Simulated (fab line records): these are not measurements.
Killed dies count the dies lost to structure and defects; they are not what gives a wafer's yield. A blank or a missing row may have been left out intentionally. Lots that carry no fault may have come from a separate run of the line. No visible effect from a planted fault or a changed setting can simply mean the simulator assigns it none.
Struck lot and sound lot, side by side ; flow rit-cmos ; 27 out of 202 route steps
Sound: wafers L630.1, L630.2, L630.4. Struck: wafer L636.1 (left out: L636.3, L636.4 of the same lot, which were not struck); the cause appears at the end.
Per side, at each step with rows, come the tool, then ch with its chambers, and then its first start. Under that, the readings that differ: sound wafers ; struck wafers ; difference of the means ; sigmas: that difference in standard deviations of wafers without a fault.
alike: a reading whose means differ by less than 2 such deviations, as well as words and numbers matching on both sides. not compared: withheld readings; readings where some wafer has no value; bounds like >300 that might hide an equal value; numbers whose values overlap and for which the record gives no deviation.
The two part at a step that has a row with sigmas, a row that says differs or no value, or rows on one side only. Non-overlapping numbers with no deviation appear without sigmas and do not part them. Lack of a reading on every wafer of one side parts them only where that side has two or more wafers.

first, 4 steps without rows for these wafers: RIT_CONTACT_SOFTBAKE_04 (time 60 s); RIT_CONTACT_EXPOSE_05 (exposes mask M11, target cd 1000 nm); RIT_CONTACT_PEB_06; RIT_CONTACT_DEVELOP_07 (develop time 124.3 s).
RIT_CONTACT_CD_MEAS_08: target cd 1000 nm.
  sound: cd-sem-02 at day 3 09:05; struck: cd-sem-01 at day 4 14:04
  alike: cd-nm
RIT_CONTACT_OVL_MEAS_09:
  sound: overlay-01 at day 3 09:13; struck: overlay-02 at day 4 14:11
  alike: CONTACT_OVL
then, 1 step without rows for these wafers: RIT_CONTACT_HARDBAKE_10 (time 60 s).
RIT_CONTACT_ETCH_11: etches SiO2 in CHF3/CF4/Ar, stops on TiSi2, target depth 480 nm, time 320 s.
  sound on rie-diel-03 ch 0,1,2, day 3 09:23; struck on rie-diel-03 ch 0, day 4 14:22
  alike: drypump-motor-current-A, mfc-ar-sccm, oes-product-au, throttle-valve-pct
  not compared: rf-hours-counter-h
RIT_CONTACT_STRIP_12: strips in O2, time 180 s.
  sound on plasma-asher-03 ch 0,1, day 3 09:35; struck on plasma-asher-04 ch 0, day 4 14:34
  alike: drypump-motor-current-A
  not compared: rf-hours-counter-h
RIT_CONTACT_CD_MEAS_90: target cd 1000 nm.
  sound: cd-sem-02 at day 3 09:46; struck: cd-sem-01 at day 4 14:44
  alike: cd-nm
then, 2 steps without rows for these wafers: RIT_CONTACT_CLEAN_13 (cleans in SC1, time 600 s); RIT_CONTACT_CLEAN_14 (cleans in SC2, time 600 s).
RIT_M1_SPUTTER_00: material Al, target thk 400 nm, time 500 s.
  sound: pvd-sputter-03 at day 3 10:15; struck: pvd-sputter-03 at day 4 15:14
reading;sound;struck;difference;sigmas
model.Al_of_M1_SPUTTER_00.thk-nm (nm);398.4 398.3 395.7;411.7;+14.2;
  alike: throttle-valve-pct
RIT_M1_RS_MEAS_01: measures by four-point-probe.
  sound: film-metro-03 at day 3 10:32; struck: film-metro-02 at day 4 15:31
reading;sound;struck;difference;sigmas
M1_AL_RS (ohm/sq);0.0738 0.0738 0.0743;0.0712;-0.0028;-4
RIT_M1_THK_MEAS_02: measures by xrf.
  sound: film-metro-03 at day 3 10:40; struck: film-metro-02 at day 4 15:38
reading;sound;struck;difference;sigmas
M1_AL_THK (nm);395 393 390;407;+14;+4
then, 6 steps without rows for these wafers: RIT_M1_HMDS_03 (prime time 60 s); RIT_M1_COAT_04 (resist thk 1300 nm); RIT_M1_SOFTBAKE_05 (time 60 s); RIT_M1_EXPOSE_06 (exposes mask M12, target cd 2600 nm); RIT_M1_PEB_07; RIT_M1_DEVELOP_08 (develop time 68 s).
RIT_M1_CD_MEAS_09: target cd 2600 nm.
  sound: cd-sem-02 at day 3 11:36; struck: cd-sem-01 at day 4 16:43
  alike: cd-nm
RIT_M1_OVL_MEAS_10:
  sound: overlay-02 at day 3 11:43; struck: overlay-02 at day 4 16:50
  alike: M1_OVL
then, 1 step without rows for these wafers: RIT_M1_HARDBAKE_11 (time 120 s).
RIT_M1_METAL_ETCH_12: etches Al in Cl2/BCl3, stops on SiO2, time 165 s, target depth 600 nm.
  sound on rie-metal-04 ch 0,1, day 3 12:01; struck on rie-metal-04 ch 0, day 4 17:07
reading;sound;struck;difference;sigmas
model.M1.feature-depth-nm (nm);428.6 428.8 426.2;442.6;+14.7;
model.etch.depth-nm (nm);398.4 398.3 395.7;411.7;+14.2;
  alike: drypump-motor-current-A, oes-product-au, throttle-valve-pct
  not compared: rf-hours-counter-h
then, 1 step without rows for these wafers: RIT_M1_STRIP_13 (strips in nmp, time 600 s).
RIT_M1_PROBE_99:
  sound: prober-02 at day 3 15:26; struck: prober-02 at day 4 19:22
reading;sound;struck;difference;sigmas
killed-short;4 2 3;9;+6;+3
model.etest.m1.rs-ohm-sq;0.0724 0.07277 0.07316;0.07053;-0.00225;
  alike: defect-limited-yield, killed_at_M0_to_M3, killed-at-contacts, killed-at-front-end, killed-dies, killed-open, sort_bin_3_pad_short, sort_bin_5_function, sort_bin_6_memory, sort-n-pass, sort-yield-pct

WHERE THEY PART
First at RIT_M1_RS_MEAS_01; last, within this record, at RIT_M1_PROBE_99.

WHY: what the simulator had put in
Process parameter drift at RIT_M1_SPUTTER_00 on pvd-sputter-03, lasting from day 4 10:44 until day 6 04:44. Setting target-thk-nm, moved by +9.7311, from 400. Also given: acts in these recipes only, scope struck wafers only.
